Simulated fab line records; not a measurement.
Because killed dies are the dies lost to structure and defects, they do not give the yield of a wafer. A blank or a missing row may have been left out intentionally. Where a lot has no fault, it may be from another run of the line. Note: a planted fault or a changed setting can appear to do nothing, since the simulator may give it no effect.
Chamber matching | flow rit_cmos | RIT_GATE_ETCH_19 on rie_si-01 has 4 sister chambers
The step etches poly-Si in SF6/CHF3/O2, stops on SiO2, time 165 s, target depth 312.5 nm. 8 wafers are shown with their chamber, then 7 later ones without.

WAFERS WITH THEIR CHAMBER
wafer  | chamber | drypump_motor_current_A (A) | throttle_valve_pct (%)
L346.5 | 0       | 6.7                         | 10.27
L348.2 | 3       | 6.8                         | 10.07
L348.4 | 0       | 6.7                         | 10.28
L352.6 | 3       | 6.8                         | 10.07
L360.2 | 2       | 5.3                         | 10.23
L360.5 | 1       | 5.8                         | 10.38
L362.1 | 1       | 5.9                         | 10.37
L362.3 | 2       | 5.4                         | 10.23

WAFERS MISSING THEIR CHAMBER
wafer  | drypump_motor_current_A (A) | throttle_valve_pct (%)
L362.4 | 6.7                         | 10.27
L366.1 | 5.9                         | 10.36
L366.2 | 6.7                         | 10.27
L366.5 | 5.3                         | 10.22
L368.1 | 5.8                         | 10.38
L368.5 | 5.3                         | 10.21
L368.6 | 5.9                         | 10.37

WHICH CHAMBER EACH ONE RAN IN
wafer  | from the rows above | in truth
L362.4 | 0                   | 0
L366.1 | 1                   | 1
L366.2 | 0                   | 0
L366.5 | 2                   | 2
L368.1 | 1                   | 1
L368.5 | 2                   | 2
L368.6 | 1                   | 1
Correctly placed: 7 of 7. Not placeable from these rows: 0. 0 placed wrongly.
How it was worked out, from the rows above alone: a wafer's distance from a chamber is the root of the sum, over the readings, of the square of ((its reading less the chamber's mean) divided by the reading's scatter). The wafer belongs to the nearest chamber; if the next one is less than 2 further off, it can't be placed. The mean given for a chamber averages the wafers shown for that chamber. The scatter: take each reading less its chamber's mean, square it, sum over the shown wafers, divide by the number of wafers less the number of chambers, and take the root.
